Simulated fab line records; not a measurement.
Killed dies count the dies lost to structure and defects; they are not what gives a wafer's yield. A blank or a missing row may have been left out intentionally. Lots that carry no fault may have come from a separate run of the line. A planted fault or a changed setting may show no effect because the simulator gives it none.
8D (eight disciplines) problem report, filled in by code || flow berkeleyCmos170 || the parts of the form that need people (team, actions taken, sign-off) are left out

## 1. PROBLEM STATEMENT
Wafers without a fault read 699.7 nm, standard deviation 1.3; cdNm at UCB170_M2_CD_MEAS_15 reads a mean of 872.5 nm on 9 wafers belonging to 3 lots. That is +99 or more standard deviations from the usual mean.
The step: target cd 700 nm.
The first sign was on wafer L630.1 at day 12 00:38, on cdSem-02. At this step, 45 wafers from 15 lots have a number in the record. Rule for "out", or "out of limits": more than 4 standard deviations from the usual mean. All remaining wafers that have a number are taken as sound.

## 2. WHAT IT IS, AND WHAT IT ISN'T
{"question": "which readings at this step", "is": "cdNm", "is not": "-"}
{"question": "which lots", "is": "L630, L631, L633", "is not": "L614, L615, L616, L617, L618, L619, L620, L622, L624, L634, L635, L636"}
{"question": "which wafers of those lots", "is": "all that have a number", "is not": "-"}
{"question": "read on which gauges", "is": "cdSem-01, cdSem-02", "is not": "-"}
{"question": "when", "is": "from day 12 00:38", "is not": "up to then (27 sound wafers); but 9 sound wafers of L634, L635, L636 came after"}

## 3. WHAT RULES OUT EACH SUSPECT
Counting: a tool stays on the suspect list if, at a process step up to the reading, it processed all lots that are out and no sound lot following the first of them.
- ruled out: the gauge at UCB170_M2_CD_MEAS_15. Those wafers that are out were read across 2 gauges (cdSem-01, cdSem-02).
- lithoTrack-03 at UCB170_M2_PEB_13: kept. It ran every lot that is out, first L630 (day 12 00:21), and no sound lot after that; its last sound lot up to then is L620 (day 10 00:26). Its own readings are out on those wafers: heaterPowerTotalW, plateTempC.
The count leaves lithoTrack-03 at UCB170_M2_PEB_13.

## 4. THE CAUSE (what the simulator had put in)
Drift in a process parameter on lithoTrack-03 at UCB170_M2_PEB_13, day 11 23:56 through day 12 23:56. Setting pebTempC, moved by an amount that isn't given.
Only this tool survived the counting.

## 5. THE CHAIN OF EFFECTS, in route order
One row per reading whose mean, taken over the struck wafers that have a number, lies over 3 standard deviations from the usual. Only readings for which the record gives a usual standard deviation are gone through. hours: the time from each lot's start at the first step in this table that gives one to its start at this step, as a median over the lots. sigmas: the change in usual standard deviations.
{"hours": 0, "step": "UCB170_M2_PEB_13", "reading": "heaterPowerTotalW", "usual": "56.80 W", "on struck wafers": 48.31, "change": -8.49, "sigmas": "-99 or more"}
{"hours": 0, "step": "UCB170_M2_PEB_13", "reading": "plateTempC", "usual": "130.00 C", "on struck wafers": 114.94, "change": -15.06, "sigmas": "-99 or more"}
{"hours": 0, "step": "UCB170_M2_CD_MEAS_15", "reading": "cdNm", "usual": "699.7 nm", "on struck wafers": 872.5, "change": "+172.8", "sigmas": "+99 or more"}
{"hours": 9, "step": "UCB170_M3_PROBE_99", "reading": "defectLimitedYield", "usual": "98.7 %", "on struck wafers": 2.7, "change": -96.0, "sigmas": "-99 or more"}
{"hours": 9, "step": "UCB170_M3_PROBE_99", "reading": "killed_at_M0_to_M3", "usual": 0.9, "on struck wafers": 254.7, "change": "+253.8", "sigmas": "+99 or more"}
{"hours": 9, "step": "UCB170_M3_PROBE_99", "reading": "killedDies", "usual": 3.4, "on struck wafers": 256.9, "change": "+253.5", "sigmas": "+99 or more"}
{"hours": 9, "step": "UCB170_M3_PROBE_99", "reading": "killedOnRim", "usual": 1.1, "on struck wafers": 64.4, "change": "+63.3", "sigmas": "+63"}
{"hours": 9, "step": "UCB170_M3_PROBE_99", "reading": "sort_bin_3_pad_short", "usual": "0.0 %", "on struck wafers": 96.2, "change": "+96.2", "sigmas": "+99 or more"}
{"hours": 9, "step": "UCB170_M3_PROBE_99", "reading": "sortNPass", "usual": 260.7, "on struck wafers": 7.1, "change": -253.6, "sigmas": "-99 or more"}
{"hours": 9, "step": "UCB170_M3_PROBE_99", "reading": "sortYieldPct", "usual": "98.7 %", "on struck wafers": 2.7, "change": -96.0, "sigmas": "-99 or more"}
Process steps it contains:
- UCB170_M2_PEB_13
- UCB170_M3_PROBE_99

## 6. WHAT WOULD HAVE CAUGHT IT SOONER
In this record the first reading out of limits at a measuring or inspecting step was taken at day 12 00:38, 1 hour after the fault began at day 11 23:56.
The tool's own readings at UCB170_M2_PEB_13 were out on every struck wafer that the step has a row for (heaterPowerTotalW, plateTempC): an alarm limit on them would have fired on the first of those.
L631, L633, from the lots that are out (3), started UCB170_M2_PEB_13 on lithoTrack-03 later than day 12 00:38. A hold on the tool at that time would have spared those 2.
